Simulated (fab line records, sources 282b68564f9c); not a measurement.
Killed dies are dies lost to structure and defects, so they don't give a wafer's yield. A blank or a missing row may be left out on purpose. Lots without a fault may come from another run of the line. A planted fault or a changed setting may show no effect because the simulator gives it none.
Which tool did it? | flow rit_cmos | 13 lots, 39 wafers sampled, at 6 steps of a route of 202

WHAT THE GAUGES READ, wafer by wafer
RIT_ACTIVE_THK_MEAS_04. Usual: ACTIVE_NITRIDE_THK 149.8 nm, standard deviation 1.4.
lot  | measured    | on            | ACTIVE_NITRIDE_THK (nm) | flag
L720 | day 1 13:59 | film_metro-04 | 150.3 149.0 149.7       |
L721 | day 1 21:05 | film_metro-03 | 148.7 148.1 148.7       |
L722 | day 2 00:44 | film_metro-04 | 150.8 150.4 150.1       |
L723 | day 2 05:37 | film_metro-04 | 151.6 153.4 153.1       |
L724 | day 2 09:32 | film_metro-02 | 149.4 150.7 151.9       |
L726 | day 2 19:32 | film_metro-04 | 150.7 150.5 150.2       |
L733 | day 4 09:32 | film_metro-02 | 186.0 185.2 186.0       | OFF
L734 | day 4 12:39 | film_metro-02 | 151.5 149.4 150.8       |
L735 | day 4 17:51 | film_metro-04 | 148.9 150.2 149.1       |
L738 | day 5 09:28 | film_metro-04 | 148.9 149.7 151.5       |
L739 | day 5 14:34 | film_metro-02 | 149.5 150.5 151.0       |
L740 | day 5 21:07 | film_metro-02 | 149.8 150.2 150.2       |
L742 | day 6 04:08 | film_metro-03 | 149.8 150.3 151.0       |

RIT_PWELL_TW_MEAS_10. Usual: PWELL_TW 946, standard deviation 5.4.
lot  | measured    | on            | PWELL_TW    | flag
L720 | day 2 03:44 | film_metro-04 | 951 950 949 |
L721 | day 2 07:04 | film_metro-04 | 945 949 948 |
L722 | day 2 09:53 | film_metro-01 | 938 943 941 |
L723 | day 2 16:33 | film_metro-04 | 946 946 948 |
L724 | day 2 20:26 | film_metro-03 | 946 943 942 |
L726 | day 3 06:09 | film_metro-03 | 936 941 938 |
L733 | day 4 18:34 | film_metro-04 | 958 958 954 |
L734 | day 4 23:21 | film_metro-01 | 940 937 934 |
L735 | day 5 03:47 | film_metro-04 | 955 957 957 |
L738 | day 5 19:08 | film_metro-01 | 940 942 944 |
L739 | day 5 23:44 | film_metro-01 | 947 946 948 |
L740 | day 6 08:10 | film_metro-01 | 947 946 944 |
L742 | day 6 14:18 | film_metro-01 | 945 942 939 |

RIT_M1_BOW_MEAS_16. Usual: M1_BOW 17 um, standard deviation 6.8.
lot  | measured    | on            | M1_BOW (um) | flag
L720 | day 3 15:47 | film_metro-03 | 13 14 5     |
L721 | day 3 18:28 | film_metro-02 | 17 22 17    |
L722 | day 3 21:29 | film_metro-03 | 18 20 18    |
L723 | day 4 05:20 | film_metro-02 | 12 16 -1    |
L724 | day 4 07:46 | film_metro-03 | 14 9 15     |
L726 | day 4 17:22 | film_metro-04 | 17 15 6     |
L733 | day 6 09:56 | film_metro-04 | 24 15 30    |
L734 | day 6 14:20 | film_metro-04 | 21 28 13    |
L735 | day 6 17:29 | film_metro-02 | 14 5 20     |
L738 | day 7 08:11 | film_metro-02 | 26 32 16    |
L739 | day 7 14:00 | film_metro-02 | 21 16 20    |
L740 | day 7 22:01 | film_metro-04 | 11 15 22    |
L742 | day 8 03:01 | film_metro-03 | 25 21 16    |

WHICH TOOL RAN EACH LOT (tool, then ch and the chambers of the sampled wafers, then the start)
lot  | RIT_ACTIVE_CVD_03          | RIT_ACTIVE_ETCH_13                | RIT_GATE_ETCH_19
L720 | lpcvd-02 ch 0, day 1 12:34 | rie_diel-01 ch 2,3, day 1 15:17   | rie_si-01 ch 0,1, day 2 18:51
L721 | lpcvd-01 ch 1, day 1 19:40 | rie_diel-02 ch 1,3, day 1 22:16   | rie_si-02 ch 2,3, day 2 21:37
L722 | lpcvd-01 ch 1, day 1 23:19 | rie_diel-01 ch 0,2, day 2 01:55   | rie_si-01 ch 0,2, day 3 00:08
L723 | lpcvd-01 ch 1, day 2 04:11 | rie_diel-02 ch 2,3, day 2 07:07   | rie_si-02 ch 0,1, day 3 09:38
L724 | lpcvd-01 ch 0, day 2 08:07 | rie_diel-01 ch 0,1,2, day 2 10:57 | rie_si-01 ch 1,2,3, day 3 10:37
L726 | lpcvd-01 ch 1, day 2 18:07 | rie_diel-03 ch 1,3, day 2 20:43   | rie_si-01 ch 0,2, day 3 21:49
L733 | lpcvd-02 ch 1, day 4 08:06 | rie_diel-02 ch 0,3, day 4 10:49   | rie_si-02 ch 0,1,2, day 5 12:34
L734 | lpcvd-01 ch 1, day 4 10:31 | rie_diel-03 ch 0,1,2, day 4 13:56 | rie_si-01 ch 1,2,3, day 5 17:50
L735 | lpcvd-01 ch 1, day 4 16:25 | rie_diel-02 ch 1,3, day 4 19:01   | rie_si-02 ch 1,3, day 5 21:02
L738 | lpcvd-01 ch 1, day 5 08:02 | rie_diel-03 ch 0,1,2, day 5 10:46 | rie_si-01 ch 0,1,3, day 6 12:09
L739 | lpcvd-01 ch 1, day 5 13:08 | rie_diel-01 ch 0,1,2, day 5 15:44 | rie_si-02 ch 1,3, day 6 16:16
L740 | lpcvd-01 ch 0, day 5 19:42 | rie_diel-02 ch 0,3, day 5 22:18   | rie_si-01 ch 2,3, day 7 00:38
L742 | lpcvd-01 ch 0, day 6 02:41 | rie_diel-01 ch 0,1,2, day 6 05:35 | rie_si-01 ch 0,3, day 7 05:09
- RIT_ACTIVE_CVD_03: deposits Si3N4 from SiH2Cl2/NH3, target thk 150 nm, time 1500 s.
- RIT_ACTIVE_ETCH_13: etches Si3N4 in SF6, stops on SiO2, time 210 s, target depth 210 nm.
- RIT_GATE_ETCH_19: etches poly-Si in SF6/CHF3/O2, stops on SiO2, time 165 s, target depth 312.5 nm.

WHAT THE TOOLS THEMSELVES READ (means of the sampled wafers that have a number; where no wafer has one, the mark that the record gives instead)
RIT_ACTIVE_CVD_03. Usual: sih2cl2_flow_sccm 60.00 sccm, standard deviation 0.16; spike_tc_centre_C 811.4 C, standard deviation 1.3; spike_tc_load_C 832.9 C, standard deviation 2.6; zone_power_centre_pct 36 %, standard deviation 5.7.
lot  | tool     | sih2cl2_flow_sccm (sccm) | spike_tc_centre_C (C) | spike_tc_load_C (C) | zone_power_centre_pct (%) | flag
L720 | lpcvd-02 | 59.95                    | 813.0                 | 838.5               | 40                        |
L721 | lpcvd-01 | 60.04                    | 811.9                 | 829.9               | 28                        |
L722 | lpcvd-01 | 60.12                    | 813.6                 | 831.2               | 28                        |
L723 | lpcvd-01 | 60.11                    | 812.4                 | 830.1               | 28                        |
L724 | lpcvd-01 | 59.82                    | 811.0                 | 833.4               | 41                        |
L726 | lpcvd-01 | 60.02                    | 812.3                 | 829.6               | 28                        |
L733 | lpcvd-02 | 60.08                    | 822.0                 | 845.3               | 40                        | OFF
L734 | lpcvd-01 | 59.88                    | 812.8                 | 830.3               | 28                        |
L735 | lpcvd-01 | 60.00                    | 811.1                 | 829.9               | 28                        |
L738 | lpcvd-01 | 59.81                    | 811.7                 | 830.8               | 28                        |
L739 | lpcvd-01 | 59.94                    | 811.6                 | 830.3               | 28                        |
L740 | lpcvd-01 | 60.14                    | 811.9                 | 833.4               | 40                        |
L742 | lpcvd-01 | 59.93                    | 810.5                 | 834.7               | 40                        |

RIT_ACTIVE_ETCH_13. Usual: drypump_motor_current_A 5.6 A, standard deviation 0.46; oes_product_au 0.817 a.u., standard deviation 0.011; throttle_valve_pct 7.52 %, standard deviation 0.1.
lot  | tool        | drypump_motor_current_A (A) | oes_product_au (a.u.) | throttle_valve_pct (%) | flag
L720 | rie_diel-01 | 5.4                         | 0.822                 | 7.54                   |
L721 | rie_diel-02 | 5.1                         | 0.812                 | 7.50                   |
L722 | rie_diel-01 | 5.3                         | 0.811                 | 7.53                   |
L723 | rie_diel-02 | 5.9                         | 0.823                 | 7.62                   |
L724 | rie_diel-01 | 5.5                         | 0.823                 | 7.54                   |
L726 | rie_diel-03 | 5.9                         | 0.817                 | 7.36                   |
L733 | rie_diel-02 | 5.6                         | 0.916                 | 7.57                   | OFF
L734 | rie_diel-03 | 5.8                         | 0.822                 | 7.40                   |
L735 | rie_diel-02 | 5.1                         | 0.814                 | 7.50                   |
L738 | rie_diel-03 | 5.8                         | 0.825                 | 7.41                   |
L739 | rie_diel-01 | 5.5                         | 0.822                 | 7.53                   |
L740 | rie_diel-02 | 5.4                         | 0.808                 | 7.49                   |
L742 | rie_diel-01 | 5.5                         | 0.823                 | 7.53                   |

RIT_GATE_ETCH_19. Usual: CHF3_flow_sccm 30.00 sccm, standard deviation 0.092; drypump_motor_current_A 5.75 A, standard deviation 0.28; oes_product_au 0.854 a.u., standard deviation 0.019; throttle_valve_pct 10.23 %, standard deviation 0.14.
lot  | tool      | CHF3_flow_sccm (sccm) | drypump_motor_current_A (A) | oes_product_au (a.u.) | throttle_valve_pct (%) | flag
L720 | rie_si-01 | 30.01                 | 5.46                        | 0.869                 | 10.07                  |
L721 | rie_si-02 | 29.96                 | 5.98                        | 0.820                 | 10.21                  |
L722 | rie_si-01 | 30.02                 | 5.62                        | 0.868                 | 10.05                  |
L723 | rie_si-02 | 30.07                 | 5.76                        | 0.857                 | 10.20                  |
L724 | rie_si-01 | 30.07                 | 5.71                        | 0.861                 | 10.35                  |
L726 | rie_si-01 | 30.02                 | 5.69                        | 0.868                 | 10.18                  |
L733 | rie_si-02 | 30.02                 | 5.65                        | 0.841                 | 10.21                  |
L734 | rie_si-01 | 30.02                 | 5.73                        | 0.862                 | 10.36                  |
L735 | rie_si-02 | 30.01                 | 5.90                        | 0.845                 | 10.24                  |
L738 | rie_si-01 | 29.89                 | 5.64                        | 0.869                 | 10.22                  |
L739 | rie_si-02 | 29.90                 | 5.92                        | 0.834                 | 10.23                  |
L740 | rie_si-01 | 29.95                 | 5.89                        | 0.866                 | 10.34                  |
L742 | rie_si-01 | 29.96                 | 5.87                        | 0.869                 | 10.22                  |

THE ANSWER, worked out from the rows above alone
Rule: a lot is off if the mean of its wafers that have a number lies more than 3 standard deviations from the usual mean. A lot without any number at a reading at which 4 lots or more have one is off too. The other lots that the step has rows for count as sound. The gauges are gone through in route order, then the tools' own readings, and for those a lot's mean is taken as printed above. The first step at which some lot is off is used, and at that step the reading that is off furthest; a lot without a number counts as furthest.
Off: L733, at RIT_ACTIVE_THK_MEAS_04 (ACTIVE_NITRIDE_THK).
A tool fits if, at a process step before that reading, it ran every lot that is off, and no sound lot after the first of them. The gauges at RIT_ACTIVE_THK_MEAS_04 aren't tried: what is off there is off at RIT_ACTIVE_CVD_03 too, on other tools, and a gauge's error can't cause that. One fits: lpcvd-02 at RIT_ACTIVE_CVD_03. Its last sound lot is L720 (day 1 12:34), its first lot that is off L733 (day 4 08:06): a fault that began between those two fits.
The tool's own readings at RIT_ACTIVE_CVD_03 bear it out: on the lots that are off they differ by more than 5 times the standard deviation of the sound lots' means. spike_tc_centre_C reads 822.0 C there against 812.0 C on the sound lots; spike_tc_load_C reads 845.3 C there against 831.8 C on the sound lots.

WHAT THE SIMULATOR HAD PUT IN
Process parameter drift: lpcvd-02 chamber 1, from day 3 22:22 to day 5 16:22, at RIT_ACTIVE_CVD_03. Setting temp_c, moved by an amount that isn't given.
Lots struck among those shown: L733. The rule above found the same.
